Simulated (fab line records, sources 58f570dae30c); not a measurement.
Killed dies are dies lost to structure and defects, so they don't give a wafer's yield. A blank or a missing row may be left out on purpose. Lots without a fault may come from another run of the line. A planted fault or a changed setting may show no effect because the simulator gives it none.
fab line records | flow berkeley_cmos170
record lots=5 wafers=15 last_day=11
route steps=331 shown CONTACT@237 M1@238 V1@254 M2@271
lots that met no fault: from a run of the same line without faults
start_h: hours from the record's first day to the start of the lot's first wafer shown | wait_h: hours since the lot's step before | " the same as in the row above | L1.1+2: a row that stands for several wafers | - no value, or no start given | * or withheld: withheld | < > ~ a bound
route shown NAME@n: a module of which the file shows steps, and the number in the route of the first | usual: mean/standard deviation of fault-free wafers | same: alike in all rows | chamber/n: place in a boat | sites: the reading at each site | _std_site: their standard deviation | _edge_site: outer sites' mean less inner sites' | radius_mm: how far each site lies from the wafer's centre | mask NAME#n: copy n | behind: the tool/chamber that last shaped the wafer | hold: why the lot was held/for how many hours/how that ended | device: the transistor (n, p or np) that didn't switch | end of line: the same wafers' tests at the end of the route | a step without rows: its recipe alone | killed: dies lost to structure and defects at the first sort, not the wafer's yield | map: a wafer's dies, x killed, . not, _ none there
set.NAME: the setting as run; set.NAME@STEP: as run at that earlier step | model.NAME: the simulator's own value behind a step, which no gauge read
lots at some steps of the route; a table a step, a row a wafer
services: from which hour (start_h, from the record's first day; less than 0 if before it) a tool's chamber was out of use, for how many hours, and why
## steps
# step UCB170_CONTACT_CLEAN_20
# recipe chemistry=SPM temp_c=120 time_s=600
# columns lot.wafer tool chamber start_h wait_h
L074.1+3+5 wet_bench-03 2 132.82 0.2
L085.1+3+5 wet_bench-03 3 190.24 0.1
L091.1+2+6 wet_bench-01 2 227.54 0.1
L094.1+3+6 wet_bench-04 1 244.61 0.1
L096.1+2+5 wet_bench-03 1 251.12 0.1
# step UCB170_M1_SPUTTER_00
# recipe material=Al target_thk_nm=600 time_s=80 power_w=6000 chamber_pressure_pa=0.5
# usual throttle_valve_pct=30.2/0.78
# columns lot.wafer tool chamber start_h wait_h throttle_valve_pct
L074.1 pvd_sputter-01 - 133.01 0.0 29.4
L074.3 " - " " 31.1
L074.5 " - " " 30.7
L085.1 pvd_sputter-01 - 190.43 0.0 30.7
L085.3 " - " " 29.9
L085.5 " - " " 30.6
L091.1 pvd_sputter-01 - 227.71 0.0 30.0
L091.2 " - " " 30.5
L091.6 " - " " 30.9
L094.1 pvd_sputter-01 - 244.78 0.0 29.3
L094.3 " - " " 30.5
L094.6 " - " " 30.5
L096.1 pvd_sputter-01 - 251.33 0.0 30.6
L096.2 " - " " 30.7
L096.5 " - " " 30.7
# step UCB170_M1_RS_MEAS_01
# recipe thk_meas_gauge=four-point-probe reads=Al_of_M1_SPUTTER_00
# usual M1_AL_RS=0.0485/0.00044
# columns lot.wafer tool chamber start_h wait_h M1_AL_RS[ohm/sq]
L074.1 film_metro-04 - 133.07 0.0 0.0484
L074.3 " - " " 0.0481
L074.5 " - " " 0.0484
L085.1 film_metro-04 - 190.49 0.0 0.0489
L085.3 " - " " 0.0487
L085.5 " - " " 0.0489
L091.1 film_metro-02 - 227.77 0.0 0.0482
L091.2 " - " " 0.0483
L091.6 " - " " 0.0486
L094.1 film_metro-03 - 244.84 0.0 0.0481
L094.3 " - " " 0.0478
L094.6 " - " " 0.0479
L096.1 film_metro-03 - 251.39 0.0 0.0485
L096.2 " - " " 0.0479
L096.5 " - " " 0.0482
# step UCB170_M1_THK_MEAS_02
# recipe thk_meas_gauge=xrf reads=Al_of_M1_SPUTTER_00
# usual M1_AL_THK=597/5.2
# columns lot.wafer tool chamber start_h wait_h M1_AL_THK[nm]
L074.1 film_metro-04 - 133.19 0.1 596
L074.3 " - " " 603
L074.5 " - " " 596
L085.1 film_metro-04 - 190.61 0.1 598
L085.3 " - " " 596
L085.5 " - " " 592
L091.1 film_metro-02 - 227.89 0.1 596
L091.2 " - " " 601
L091.6 " - " " 590
L094.1 film_metro-03 - 244.96 0.1 603
L094.3 " - " " 604
L094.6 " - " " 604
L096.1 film_metro-03 - 251.51 0.1 599
L096.2 " - " " 603
L096.5 " - " " 601
# step UCB170_M1_COAT_03
# recipe resist=BARC temp_c=withheld time_s=withheld spin_rpm=3000 resist_thk_nm=withheld
# usual dispense_pressure_kPa=50.2/2.3
# columns lot.wafer tool chamber start_h wait_h dispense_pressure_kPa
L074.1 litho_track-04 0 133.25 0.1 47.3
L074.3 " 0 " " 47.3
L074.5 " 0 " " 47.2
L085.1 litho_track-04 0 190.84 0.2 47.3
L085.3 " 0 " " 47.3
L085.5 " 0 " " 47.3
L091.1 litho_track-01 0 228.14 0.2 52.4
L091.2 " 0 " " 52.5
L091.6 " 0 " " 52.5
L094.1 litho_track-04 0 245.47 0.5 47.3
L094.3 " 0 " " 47.3
L094.6 " 0 " " 47.3
L096.1 litho_track-01 0 251.80 0.3 52.5
L096.2 " 0 " " 52.5
L096.5 " 0 " " 52.5
# step UCB170_M1_COAT_04
# recipe resist=KrF spin_rpm=1530 resist_thk_nm=900
# usual dispense_pressure_kPa=50.1/2.3
# columns lot.wafer tool chamber start_h wait_h dispense_pressure_kPa
L074.1 litho_track-04 0 - - 47.1
L074.3 " 0 " " 47.2
L074.5 " 0 " " 47.2
L085.1 litho_track-04 0 - - 47.1
L085.3 " 0 " " 47.2
L085.5 " 0 " " 47.2
L091.1 litho_track-01 0 - - 52.4
L091.2 " 0 " " 52.4
L091.6 " 0 " " 52.4
L094.1 litho_track-04 0 - - 47.2
L094.3 " 0 " " 47.2
L094.6 " 0 " " 47.2
L096.1 litho_track-01 0 - - 52.3
L096.2 " 0 " " 52.3
L096.5 " 0 " " 52.3
# step UCB170_M1_SOFTBAKE_05
# recipe resist=KrF temp_c=130 time_s=60
# columns lot.wafer tool chamber start_h wait_h
L074.1+3+5 litho_track-04 0 - -
L085.1+3+5 litho_track-04 0 - -
L091.1+2+6 litho_track-01 0 - -
L094.1+3+6 litho_track-04 0 - -
L096.1+2+5 litho_track-01 0 - -
# step UCB170_M1_EXPOSE_06
# recipe mask_id=METAL1 target_cd_nm=700 na=0.5 sigma_outer=0.6 source_shape=conventional dose_mj=21
# usual exposure_dose_mJ_cm2=20.987/0.021
# columns lot.wafer tool chamber start_h wait_h mask exposure_dose_mJ_cm2
L074.1 krf_scanner-02 0 133.75 - METAL1#0 20.996
L074.3 " 0 " " METAL1#0 21.020
L074.5 " 0 " " METAL1#0 21.016
L085.1 krf_scanner-01 0 191.42 - METAL1#0 20.996
L085.3 " 0 " " METAL1#0 20.954
L085.5 " 0 " " METAL1#0 20.991
L091.1 krf_scanner-01 0 228.71 - METAL1#0 21.005
L091.2 " 0 " " METAL1#0 20.999
L091.6 " 0 " " METAL1#0 20.976
L094.1 krf_scanner-02 0 246.04 - METAL1#0 21.003
L094.3 " 0 " " METAL1#0 21.002
L094.6 " 0 " " METAL1#0 20.978
L096.1 krf_scanner-01 0 252.38 - METAL1#0 20.995
L096.2 " 0 " " METAL1#0 21.016
L096.5 " 0 " " METAL1#0 20.982
# step UCB170_M1_PEB_07
# recipe peb_temp_c=130 peb_time_s=withheld resist=KrF
# columns lot.wafer tool chamber start_h wait_h
L074.1+3+5 litho_track-04 0 134.43 0.7
L085.1+3+5 litho_track-01 0 191.53 0.1
L091.1+2+6 litho_track-01 0 229.04 0.3
L094.1+3+6 litho_track-01 0 246.16 0.1
L096.1+2+5 litho_track-01 0 252.50 0.1
# step UCB170_M1_DEVELOP_08
# recipe developer=TMAH develop_time_s=45 resist=KrF dev_temp_c=21
# columns lot.wafer tool chamber start_h wait_h
L074.1+3+5 litho_track-04 0 - -
L085.1+3+5 litho_track-01 0 - -
L091.1+2+6 litho_track-01 0 - -
L094.1+3+6 litho_track-01 0 - -
L096.1+2+5 litho_track-01 0 - -
# step UCB170_M1_CD_MEAS_09
# recipe target_cd_nm=700
# usual cd_nm=699.4/1.3
# columns lot.wafer tool chamber start_h wait_h cd_nm
L074.1 cd_sem-01 - 134.70 - 700.8
L074.3 " - " " 700.1
L074.5 " - " " 699.6
L085.1 cd_sem-01 - 191.81 - 700.3
L085.3 " - " " 701.7
L085.5 " - " " 701.4
L091.1 cd_sem-02 - 229.31 - 699.8
L091.2 " - " " 700.7
L091.6 " - " " 700.1
L094.1 cd_sem-01 - 246.43 - 701.4
L094.3 " - " " 700.4
L094.6 " - " " 699.3
L096.1 cd_sem-02 - 252.77 - 698.0
L096.2 " - " " 699.1
L096.5 " - " " 698.9
# step UCB170_M1_OVL_MEAS_10
# usual M1_OVL=1/6.5
# columns lot.wafer tool chamber start_h wait_h M1_OVL[nm]
L074.1 overlay-02 - 134.82 0.1 -6
L074.3 " - " " -5
L074.5 " - " " -6
L085.1 overlay-01 - 191.93 0.1 -3
L085.3 " - " " -5
L085.5 " - " " -4
L091.1 overlay-02 - 229.43 0.1 2
L091.2 " - " " 11
L091.6 " - " " 14
L094.1 overlay-01 - 246.55 0.1 -14
L094.3 " - " " -2
L094.6 " - " " 2
L096.1 overlay-01 - 252.89 0.1 -3
L096.2 " - " " 7
L096.5 " - " " 1
# step UCB170_M1_ETCH_11
# recipe chemistry=N2/H2 target_depth_a=withheld overetch_a=withheld target=BARC time_s=withheld source_w=500 bias_w=100 pressure_mtorr=30 n2_flow_sccm=100 h2_flow_sccm=200
# usual bias_w=100.0/0.33 drypump_motor_current_A=5.6/0.44 oes_product_au=1.000/0.015 throttle_valve_pct=13.40/0.16
# columns lot.wafer tool chamber start_h wait_h bias_w drypump_motor_current_A oes_product_au throttle_valve_pct
L074.1 rie_diel-03 0 134.86 0.0 99.6 6.0 0.990 13.45
L074.3 " 2 " " 100.3 6.6 0.996 13.66
L074.5 " 0 " " 99.8 6.0 1.002 13.43
L085.1 rie_diel-03 1 191.96 0.0 99.4 5.6 0.968 13.31
L085.3 " 3 " " 99.4 5.6 1.007 13.32
L085.5 " 0 " " 100.3 6.0 0.987 13.44
L091.1 rie_diel-04 2 229.47 0.0 99.9 5.7 0.975 13.55
L091.2 " 3 " " 99.9 5.2 1.010 13.19
L091.6 " 3 " " 100.4 5.2 1.011 13.21
L094.1 rie_diel-03 2 246.59 0.0 99.7 6.6 1.006 13.68
L094.3 " 0 " " 100.2 6.1 0.990 13.44
L094.6 " 0 " " 100.4 6.0 0.991 13.44
L096.1 rie_diel-01 3 252.93 0.0 100.5 6.0 1.000 13.27
L096.2 " 2 " " 100.5 5.3 1.000 13.47
L096.5 " 2 " " 100.2 5.3 0.999 13.48
# step UCB170_M1_METAL_ETCH_12
# recipe chemistry=Cl2/BCl3 target=Al stop_on=PSG pressure_mtorr=12 target_depth_a=7800 over_etch_frac=0.3 time_s=130 icp_w=600 bias_w=120 Cl2_flow_sccm=90 bcl3_flow_sccm=45
# usual bias_w=120.0/0.33 drypump_motor_current_A=5.3/0.51 oes_product_au=0.851/0.015 throttle_valve_pct=24.35/0.15
# columns lot.wafer tool chamber start_h wait_h bias_w drypump_motor_current_A oes_product_au rf_hours_counter_h throttle_valve_pct
L074.1 rie_metal-02 0 134.90 - 120.0 4.9 0.878 4 24.18
L074.3 " 1 " " 119.9 5.0 0.844 - 24.53
L074.5 " 0 " " 120.0 4.9 0.881 - 24.21
L085.1 rie_metal-01 1 192.01 - 119.6 6.0 0.837 10 24.14
L085.3 " 1 " " 119.2 6.0 0.829 - 24.13
L085.5 " 0 " " 120.2 6.3 0.837 - 24.33
L091.1 rie_metal-02 0 229.51 - 119.8 4.9 0.890 6 24.19
L091.2 " 1 " " 119.8 5.0 0.850 12 24.51
L091.6 " 0 " " 120.0 4.9 0.878 - 24.22
L094.1 rie_metal-04 0 246.63 - 120.0 5.0 0.854 10 24.54
L094.3 " 0 " " 120.4 5.0 0.856 - 24.52
L094.6 " 0 " " 119.7 5.0 0.852 - 24.53
L096.1 rie_metal-01 0 252.97 - 120.0 6.3 0.846 5 24.31
L096.2 " 1 " " 120.2 6.0 0.841 12 24.13
L096.5 " 1 " " 119.9 6.0 0.837 - 24.12
# step UCB170_M1_STRIP_13
# recipe chemistry=O2 power_w=400 pressure_mtorr=3500 platen_temp_c=withheld o2_flow_sccm=400 overash_fraction=0.5
# usual drypump_motor_current_A=5.6/0.54 oes_product_au=0.720/0.0042
# columns lot.wafer tool chamber start_h wait_h drypump_motor_current_A oes_product_au rf_hours_counter_h
L074.1 plasma_asher-02 0 135.03 0.1 6.4 0.720 49
L074.3 " 1 " " 5.0 0.729 -
L074.5 " 1 " " 5.0 0.722 -
L085.1 plasma_asher-04 0 192.14 0.1 5.3 0.724 10
L085.3 " 1 " " 5.7 0.717 -
L085.5 " 1 " " 5.7 0.719 -
L091.1 plasma_asher-03 0 229.64 0.1 6.3 0.721 45
L091.2 " 1 " " 5.1 0.722 45
L091.6 " 1 " " 5.2 0.723 -
L094.1 plasma_asher-04 0 246.76 0.1 5.3 0.718 15
L094.3 " 0 " " 5.3 0.723 -
L094.6 " 1 " " 5.7 0.721 -
L096.1 plasma_asher-04 0 253.10 0.1 5.3 0.724 16
L096.2 " 1 " " 5.7 0.722 16
L096.5 " 1 " " 5.7 0.722 -
# step UCB170_M1_CD_MEAS_90
# recipe target_cd_nm=700
# usual cd_nm=699.4/2.4
# columns lot.wafer tool chamber start_h wait_h cd_nm
L074.1 cd_sem-02 - 135.29 0.2 701.3
L074.3 " - " " 699.9
L074.5 " - " " 700.1
L085.1 cd_sem-02 - 192.24 0.1 703.4
L085.3 " - " " 705.0
L085.5 " - " " 705.4
L091.1 cd_sem-01 - 229.74 0.1 697.5
L091.2 " - " " 700.2
L091.6 " - " " 699.3
L094.1 cd_sem-02 - 246.86 0.1 700.9
L094.3 " - " " 698.4
L094.6 " - " " 696.7
L096.1 cd_sem-01 - 253.20 0.1 698.0
L096.2 " - " " 700.2
L096.5 " - " " 700.4
# step UCB170_M1_ANNEAL_14
# recipe temp_c=400 time_s=1200 ambient=forming_gas
# columns lot.wafer tool chamber start_h wait_h
L074.1+3+5 - - 136.27 1.0
L085.1+3+5 - - 195.42 3.2
L091.1+2+6 - - 231.94 2.2
L094.1+3+6 - - 248.84 2.0
L096.1+2+5 - - 255.99 2.8
# step UCB170_V1_CVD_00
# recipe material=SiO2 target_thk_nm=2000 temp_c=390 precursor=TEOS/O2 time_s=250 rf_w=550 pressure_mtorr=9000
# usual heater_power_w=271/63
# columns lot.wafer tool chamber start_h wait_h heater_power_w
L074.1 pecvd-03 0 137.60 0.0 342
L074.3 " 1 " " 213
L074.5 " 0 " " 237
L085.1 pecvd-02 1 196.75 0.0 385
L085.3 " 0 " " 252
L085.5 " 1 " " 289
L091.1 pecvd-02 2 233.27 0.0 344
L091.2 " 0 " " 266
L091.6 " 2 " " 347
L094.1 pecvd-02 1 250.33 0.2 382
L094.3 " 0 " " 223
L094.6 " 1 " " 281
L096.1 pecvd-03 2 257.32 0.0 213
L096.2 " 1 " " 245
L096.5 " 2 " " 267
# step UCB170_V1_THK_MEAS_01
# recipe reads=SiO2_of_V1_CVD_00
# usual V1_TEOS_THK=2002/25
# columns lot.wafer tool chamber start_h wait_h V1_TEOS_THK[nm]
L074.1 film_metro-03 - 137.76 0.1 1946
L074.3 " - " " 1956
L074.5 " - " " 1989
L085.1 film_metro-01 - 196.91 0.1 1989
L085.3 " - " " 1957
L085.5 " - " " 2000
L091.1 film_metro-01 - 233.50 0.2 1977
L091.2 " - " " 1960
L091.6 " - " " 2001
L094.1 film_metro-03 - 250.49 0.1 1965
L094.3 " - " " 1953
L094.6 " - " " 2018
L096.1 film_metro-04 - 257.48 0.1 2007
L096.2 " - " " 1992
L096.5 " - " " 2035
# step UCB170_V1_CMP_02
# recipe material=SiO2 down_force_psi=6 platen_rpm=60 pad_velocity_m_s=0.75398
# usual motor_current_A=16.2/2.2
# columns lot.wafer tool chamber start_h wait_h motor_current_A
L074.1 cmp-01 0 137.87 0.1 15.7
L074.3 " 1 " " 18.3
L074.5 " 0 " " 15.9
L085.3 cmp-02 1 197.07 0.1 14.3
L085.1 " 2 " " 17.6
L085.5 " 3 " " 14.9
L091.1 cmp-02 1 233.78 0.3 13.2
L091.2 " 0 " " 18.5
L091.6 " 2 " " 17.1
L094.3 cmp-01 0 250.79 0.3 16.0
L094.1 " 1 " " 19.2
L094.6 " 3 " " 12.8
L096.2 cmp-01 0 257.54 0.0 15.3
L096.1 " 3 " " 13.2
L096.5 " 1 " " 19.6
# step UCB170_V1_BOW_MEAS_03
# recipe mode=bow
# usual V1_BOW=18/6.7
# columns lot.wafer tool chamber start_h wait_h V1_BOW[um]
L074.1 film_metro-04 - 138.12 0.2 20
L074.3 " - " " 17
L074.5 " - " " 19
L085.1 film_metro-03 - 197.27 0.1 17
L085.3 " - " " 11
L085.5 " - " " 10
L091.1 film_metro-01 - 234.08 0.2 18
L091.2 " - " " 12
L091.6 " - " " 21
L094.1 film_metro-01 - 250.99 0.1 10
L094.3 " - " " 23
L094.6 " - " " 16
L096.1 film_metro-03 - 257.84 0.1 2
L096.2 " - " " 14
L096.5 " - " " 18
# step UCB170_V1_THK_MEAS_04
# recipe reads=SiO2_of_V1_CVD_00
# usual V1_POLISHED_THK=999.6/0.95
# columns lot.wafer tool chamber start_h wait_h V1_POLISHED_THK[nm]
L074.1 film_metro-04 - 138.24 0.1 997.6
L074.3 " - " " 999.6
L074.5 " - " " 997.6
L085.1 film_metro-03 - 197.39 0.1 999.6
L085.3 " - " " 998.4
L085.5 " - " " 999.6
L091.1 film_metro-01 - 234.20 0.1 1000.9
L091.2 " - " " 1002.5
L091.6 " - " " 1000.5
L094.1 film_metro-01 - 251.11 0.1 1000.1
L094.3 " - " " 999.3
L094.6 " - " " 999.5
L096.1 film_metro-03 - 257.96 0.1 998.8
L096.2 " - " " 998.5
L096.5 " - " " 1000.0
# step UCB170_V1_CLEAN_05
# recipe chemistry=DIW
# columns lot.wafer tool chamber start_h wait_h
L074.1+3+5 wet_bench-02 3 138.92 0.7
L085.1+3+5 wet_bench-02 2 197.45 0.1
L091.1+2+6 wet_bench-02 2 234.26 0.1
L094.1+3+6 wet_bench-02 2 251.17 0.1
L096.1+2+5 wet_bench-01 1 258.02 0.1
# step UCB170_V1_HMDS_06
# recipe prime_time_s=60 prime_temp_c=100
# columns lot.wafer tool chamber start_h wait_h
L074.1+3+5 litho_track-03 0 139.16 0.1
L085.1+3+5 litho_track-02 0 197.63 0.0
L091.1+2+6 litho_track-03 0 234.68 0.2
L094.1+3+6 litho_track-03 0 251.50 0.1
L096.1+2+5 litho_track-04 0 258.19 0.0
# step UCB170_V1_COAT_07
# recipe resist=KrF spin_rpm=1500 resist_thk_nm=900
# usual dispense_pressure_kPa=50.8/2.7
# columns lot.wafer tool chamber start_h wait_h dispense_pressure_kPa
L074.1 litho_track-03 0 139.31 0.1 51.1
L074.3 " 0 " " 51.1
L074.5 " 0 " " 51.1
L085.1 litho_track-02 0 197.78 0.1 54.3
L085.3 " 0 " " 54.3
L085.5 " 0 " " 54.3
L091.1 litho_track-03 0 234.83 0.1 51.1
L091.2 " 0 " " 51.1
L091.6 " 0 " " 51.1
L094.1 litho_track-03 0 251.65 0.1 51.2
L094.3 " 0 " " 51.2
L094.6 " 0 " " 51.2
L096.1 litho_track-04 0 258.34 0.1 47.2
L096.2 " 0 " " 47.2
L096.5 " 0 " " 47.2
# step UCB170_V1_SOFTBAKE_08
# recipe resist=KrF temp_c=130 time_s=60
# columns lot.wafer tool chamber start_h wait_h
L074.1+3+5 litho_track-03 0 139.46 0.1
L085.1+3+5 litho_track-02 0 197.93 0.1
L091.1+2+6 litho_track-03 0 234.98 0.1
L094.1+3+6 litho_track-03 0 251.80 0.1
L096.1+2+5 litho_track-04 0 258.49 0.1
# step UCB170_V1_EXPOSE_09
# recipe mask_id=VIA1 target_cd_nm=700 na=0.5 sigma_outer=0.6 source_shape=conventional dose_mj=37
# usual exposure_dose_mJ_cm2=38.46/0.038
# columns lot.wafer tool chamber start_h wait_h mask exposure_dose_mJ_cm2
L074.1 krf_scanner-02 0 139.61 0.1 VIA1#0 38.42
L074.3 " 0 " " VIA1#0 38.44
L074.5 " 0 " " VIA1#0 38.48
L085.1 krf_scanner-01 0 198.23 0.3 VIA1#0 38.47
L085.3 " 0 " " VIA1#0 38.43
L085.5 " 0 " " VIA1#0 38.46
L091.1 krf_scanner-02 0 235.13 0.1 VIA1#0 38.46
L091.2 " 0 " " VIA1#0 38.43
L091.6 " 0 " " VIA1#0 38.45
L094.1 krf_scanner-02 0 251.95 0.1 VIA1#0 38.55
L094.3 " 0 " " VIA1#0 38.48
L094.6 " 0 " " VIA1#0 38.53
L096.1 krf_scanner-02 0 258.64 0.1 VIA1#0 38.43
L096.2 " 0 " " VIA1#0 38.40
L096.5 " 0 " " VIA1#0 38.49
# step UCB170_V1_PEB_10
# recipe peb_temp_c=129 peb_time_s=withheld resist=KrF
# columns lot.wafer tool chamber start_h wait_h
L074.1+3+5 litho_track-04 0 139.78 0.1
L085.1+3+5 litho_track-02 0 198.35 0.1
L091.1+2+6 litho_track-02 0 235.24 0.1
L094.1+3+6 litho_track-03 0 252.22 0.3
L096.1+2+5 litho_track-02 0 258.77 0.1
# step UCB170_V1_DEVELOP_11
# recipe developer=TMAH develop_time_s=45 resist=KrF dev_temp_c=21
# columns lot.wafer tool chamber start_h wait_h
L074.1+3+5 litho_track-04 0 - -
L085.1+3+5 litho_track-02 0 - -
L091.1+2+6 litho_track-02 0 - -
L094.1+3+6 litho_track-03 0 - -
L096.1+2+5 litho_track-02 0 - -
# step UCB170_V1_CD_MEAS_12
# recipe target_cd_nm=700
# usual cd_nm=700.4/1.5
# columns lot.wafer tool chamber start_h wait_h cd_nm
L074.1 cd_sem-01 - 140.05 - 700.3
L074.3 " - " " 699.5
L074.5 " - " " 700.6
L085.1 cd_sem-02 - 198.62 - 700.7
L085.3 " - " " 700.7
L085.5 " - " " 701.1
L091.1 cd_sem-01 - 235.52 - 700.0
L091.2 " - " " 700.5
L091.6 " - " " 701.7
L094.1 cd_sem-01 - 252.50 - 702.2
L094.3 " - " " 701.9
L094.6 " - " " 702.1
L096.1 cd_sem-01 - 259.04 - 701.3
L096.2 " - " " 701.2
L096.5 " - " " 701.6
# step UCB170_V1_OVL_MEAS_13
# usual V1_OVL=3/6.1
# columns lot.wafer tool chamber start_h wait_h V1_OVL[nm]
L074.1 overlay-01 - 140.17 0.1 -5
L074.3 " - " " 1
L074.5 " - " " -5
L085.1 overlay-02 - 198.74 0.1 8
L085.3 " - " " 7
L085.5 " - " " 2
L091.1 overlay-01 - 235.64 0.1 -7
L091.2 " - " " -5
L091.6 " - " " -1
L094.1 overlay-02 - 252.62 0.1 -1
L094.3 " - " " 3
L094.6 " - " " 5
L096.1 overlay-02 - 259.16 0.1 -4
L096.2 " - " " 3
L096.5 " - " " -7
# step UCB170_V1_ETCH_14
# recipe chemistry=CHF3/CF4/Ar target=SiO2 stop_on=Al CHF3_flow_sccm=45 cf4_flow_sccm=15 Ar_flow_sccm=150 pressure_mtorr=200 rf_w=700 target_depth_a=12500 over_etch_frac=0.25 time_s=291
# usual drypump_motor_current_A=5.6/0.55 oes_product_au=0.869/0.015 throttle_valve_pct=7.01/0.11
# columns lot.wafer tool chamber start_h wait_h drypump_motor_current_A oes_product_au rf_hours_counter_h throttle_valve_pct
L074.1 rie_diel-04 1 140.21 0.0 5.1 0.893 1 7.16
L074.3 " 2 " " 5.7 0.855 115 7.05
L074.5 " 0 " " 5.1 0.871 - 7.02
L085.1 rie_diel-04 3 198.78 0.0 5.2 0.881 34 6.91
L085.3 " 0 " " 5.0 0.881 61 7.03
L085.5 " 0 " " 5.1 0.878 - 7.02
L091.1 rie_diel-04 3 235.67 0.0 5.2 0.884 35 6.88
L091.2 " 0 " " 5.0 0.875 63 6.99
L091.6 " 1 " " 5.1 0.882 - 7.15
L094.1 rie_diel-03 1 252.65 0.0 5.6 0.852 131 6.95
L094.3 " 0 " " 6.0 0.869 115 7.04
L094.6 " 0 " " 6.0 0.876 - 7.04
L096.1 rie_diel-03 2 259.20 0.0 6.6 0.886 34 7.18
L096.2 " 1 " " 5.6 0.840 131 6.96
L096.5 " 1 " " 5.6 0.845 - 6.96
# step UCB170_V1_STRIP_15
# recipe chemistry=O2 power_w=400 pressure_mtorr=3500 platen_temp_c=withheld o2_flow_sccm=400 overash_fraction=0.5
# usual drypump_motor_current_A=5.5/0.46 oes_product_au=0.722/0.0047 strip_time_to_endpoint_s=15.30/0.087
# columns lot.wafer tool chamber start_h wait_h drypump_motor_current_A oes_product_au rf_hours_counter_h strip_time_to_endpoint_s
L074.1 plasma_asher-04 0 140.39 0.1 5.3 0.723 3 15.39
L074.3 " 1 " " 5.7 0.720 - 15.27
L074.5 " 1 " " 5.7 0.721 - 15.19
L085.1 plasma_asher-01 1 198.96 0.1 4.8 0.716 46 15.21
L085.3 " 1 " " 4.8 0.717 - 15.33
L085.5 " 1 " " 4.8 0.723 - 15.35
L091.1 plasma_asher-01 1 235.85 0.1 4.8 0.724 49 15.31
L091.2 " 0 " " 5.5 0.717 49 15.45
L091.6 " 1 " " 4.8 0.720 - 15.47
L094.1 plasma_asher-03 0 252.83 0.1 6.3 0.723 48 15.42
L094.3 " 0 " " 6.3 0.720 - 15.36
L094.6 " 1 " " 5.2 0.728 - 15.29
L096.1 plasma_asher-03 0 259.37 0.1 6.3 0.722 49 15.16
L096.2 " 1 " " 5.1 0.722 49 15.25
L096.5 " 1 " " 5.2 0.728 - 15.31
# step UCB170_V1_CD_MEAS_90
# recipe target_cd_nm=700
# usual cd_nm=700.1/1.5
# columns lot.wafer tool chamber start_h wait_h cd_nm
L074.1 cd_sem-01 - 140.49 0.1 700.0
L074.3 " - " " 699.3
L074.5 " - " " 700.2
L085.1 cd_sem-02 - 199.06 0.1 700.8
L085.3 " - " " 700.0
L085.5 " - " " 701.3
L091.1 cd_sem-02 - 235.95 0.1 700.8
L091.2 " - " " 699.8
L091.6 " - " " 700.8
L094.1 cd_sem-01 - 252.93 0.1 701.7
L094.3 " - " " 701.8
L094.6 " - " " 701.7
L096.1 cd_sem-02 - 259.47 0.1 701.2
L096.2 " - " " 700.2
L096.5 " - " " 701.7
# step UCB170_M2_PRE_CLEAN_00
# recipe gas=Ar preclean_etch_time_s=60
# same preclean_etch_time_s=60
# columns lot.wafer tool chamber start_h wait_h
L074.1+3+5 pvd_sputter-03 - 140.61 0.1
L085.1+3+5 pvd_sputter-01 - 199.18 0.1
L091.1+2+6 pvd_sputter-04 - 236.07 0.1
L094.1+3+6 pvd_sputter-01 - 253.05 0.1
L096.1+2+5 pvd_sputter-03 - 259.59 0.1
# step UCB170_M2_SPUTTER_01
# recipe material=Al target_thk_nm=900 time_s=120 power_w=6000 chamber_pressure_pa=0.5
# usual throttle_valve_pct=29.7/1.2
# columns lot.wafer tool chamber start_h wait_h throttle_valve_pct
L074.1 pvd_sputter-03 - 140.67 0.0 30.0
L074.3 " - " " 28.1
L074.5 " - " " 30.5
L085.1 pvd_sputter-01 - 199.25 0.0 30.8
L085.3 " - " " 30.1
L085.5 " - " " 29.4
L091.1 pvd_sputter-04 - 236.14 0.0 28.6
L091.2 " - " " 29.0
L091.6 " - " " 32.0
L094.1 pvd_sputter-01 - 253.12 0.0 30.6
L094.3 " - " " 30.1
L094.6 " - " " 30.1
L096.1 pvd_sputter-03 - 259.66 0.0 28.0
L096.2 " - " " 28.6
L096.5 " - " " 28.3
# step UCB170_M2_RS_MEAS_02
# recipe thk_meas_gauge=four-point-probe reads=Al_of_M2_SPUTTER_01
# usual M2_AL_RS=0.0324/0.00032
# columns lot.wafer tool chamber start_h wait_h M2_AL_RS[ohm/sq]
L074.1 film_metro-02 - 140.76 0.0 0.0324
L074.3 " - " " 0.0322
L074.5 " - " " 0.0325
L085.1 film_metro-01 - 199.33 0.0 0.0321
L085.3 " - " " 0.0320
L085.5 " - " " 0.0321
L091.1 film_metro-02 - 236.22 0.0 0.0326
L091.2 " - " " 0.0325
L091.6 " - " " 0.0323
L094.1 film_metro-02 - 253.20 0.0 0.0324
L094.3 " - " " 0.0325
L094.6 " - " " 0.0325
L096.1 film_metro-01 - 259.74 0.0 0.0325
L096.2 " - " " 0.0325
L096.5 " - " " 0.0327
# step UCB170_M2_THK_MEAS_03
# recipe thk_meas_gauge=xrf reads=Al_of_M2_SPUTTER_01
# usual M2_AL_THK=889/9.6
# columns lot.wafer tool chamber start_h wait_h M2_AL_THK[nm]
L074.1 film_metro-02 - 140.88 0.1 886
L074.3 " - " " 892
L074.5 " - " " 885
L085.1 film_metro-01 - 199.45 0.1 894
L085.3 " - " " 903
L085.5 " - " " 902
L091.1 film_metro-02 - 236.34 0.1 886
L091.2 " - " " 886
L091.6 " - " " 887
L094.1 film_metro-02 - 253.32 0.1 888
L094.3 " - " " 884
L094.6 " - " " 886
L096.1 film_metro-01 - 259.86 0.1 885
L096.2 " - " " 884
L096.5 " - " " 873
# step UCB170_M2_HMDS_04
# recipe prime_time_s=60 prime_temp_c=100
# columns lot.wafer tool chamber start_h wait_h
L074.1+3+5 litho_track-04 0 140.94 0.1
L085.1+3+5 litho_track-01 0 199.51 0.1
L091.1+2+6 litho_track-02 0 236.88 0.5
L094.1+3+6 litho_track-01 0 253.53 0.2
L096.1+2+5 litho_track-02 0 259.92 0.1
## services
# columns tool chamber start_h hours kind
pvd_sputter-01 - 109.60 5.1 repair
plasma_asher-04 - 110.62 9.0 pm
krf_scanner-02 - 116.47 4.0 pm
rie_diel-04 0 118.22 2.3 repair
rie_diel-03 2 125.00 7.5 repair
pecvd-02 - 135.50 14.0 pm
pvd_sputter-03 - 138.04 1.5 repair
krf_scanner-02 - 141.03 1.3 pm
cmp-01 - 143.12 1.4 repair
krf_scanner-02 - 151.85 0.8 pm
krf_scanner-01 - 155.25 4.4 pm
rie_diel-03 3 169.67 10.1 repair
rie_diel-03 3 180.94 9.5 repair
krf_scanner-01 - 189.93 1.0 pm
krf_scanner-02 - 192.49 1.0 repair
rie_diel-03 - 197.09 3.0 repair
rie_diel-04 3 201.36 11.7 repair
krf_scanner-02 - 206.76 3.6 pm
pvd_sputter-01 - 218.96 1.8 repair
krf_scanner-01 - 230.94 1.0 repair
krf_scanner-01 - 236.47 1.3 pm
rie_diel-04 3 240.96 5.7 repair
krf_scanner-02 - 243.91 1.0 pm
krf_scanner-01 - 257.61 0.8 pm
## key
fault none
